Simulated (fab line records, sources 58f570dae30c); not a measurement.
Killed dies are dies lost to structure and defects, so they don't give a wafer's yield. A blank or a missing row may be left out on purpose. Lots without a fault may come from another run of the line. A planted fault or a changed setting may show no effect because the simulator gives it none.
One fault seen from 2 desks | flow berkeley_cmos170 | each desk has only its own numbers; what lay behind them comes last

THE TOOL OWNER'S DESK: litho_track-01
The tool's own readings at UCB170_M2_SOFTBAKE_06 (time 60 s): means of the sampled wafers that have a number, for each lot that ran on this tool. A lot is out of limits, marked OUT, if its mean lies more than 4 standard deviations from the usual mean; the brackets give that distance.
Columns: A = exhaust_pa at UCB170_M2_SOFTBAKE_06, usual 45.0 Pa; B = heater_power_total_W at UCB170_M2_SOFTBAKE_06, usual 56.81 W; C = plate_temp_C at UCB170_M2_SOFTBAKE_06, usual 129.98 C
lot  | first seen here | A    | B               | C
L191 | day 8 17:59     | 45.8 | 56.80           | 130.15
L197 | day 10 06:06    | 44.8 | 59.31 (+58) OUT | 134.32 (+33) OUT
L198 | day 10 12:44    | 45.2 | 59.31 (+58) OUT | 134.17 (+32) OUT
This desk's finding: out of limits on L197, L198; first on L197, day 10 06:06 (heater_power_total_W at UCB170_M2_SOFTBAKE_06). In limits: L191.

THE METROLOGY DESK
What the gauges read, lot by lot, whatever tool the lot ran on: means of the sampled wafers that have a number. A lot is out of limits, marked OUT, if its mean lies more than 4 standard deviations from the usual mean; the brackets give that distance.
Columns: A = V1_OVL at UCB170_V1_OVL_MEAS_13, usual 0 nm
lot  | first seen here | A
L186 | day 7 16:30     | -1
L190 | day 8 10:21     | -2
L191 | day 8 16:53     | 1
L197 | day 10 05:02    | 0
L200 | day 10 11:04    | 11
L201 | day 10 11:22    | 5
L198 | day 10 11:38    | 1
L204 | day 10 18:44    | 1
L205 | day 10 19:01    | -5
L203 | day 11 02:01    | -3
L207 | day 11 16:00    | -6
L209 | day 12 03:24    | 3
This desk's finding: nothing out of limits on any of the 12 lots.

PUT TOGETHER
The tool owner's desk could have raised an alarm at day 10 06:06, on L197, L198.
The metrology desk saw nothing out of limits.
The metrology desk has L197, L198 on record, within its limits.
Of the lots named, all ran UCB170_M2_SOFTBAKE_06 on litho_track-01.

WHAT THE SIMULATOR HAD PUT IN
Process parameter drift: litho_track-01, from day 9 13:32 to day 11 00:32, at UCB170_M2_SOFTBAKE_06. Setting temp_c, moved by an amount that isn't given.
Lots struck among those shown: L197, L198.
Hours from the fault's start to each desk's first reading out of limits: the tool owner's desk, 17.
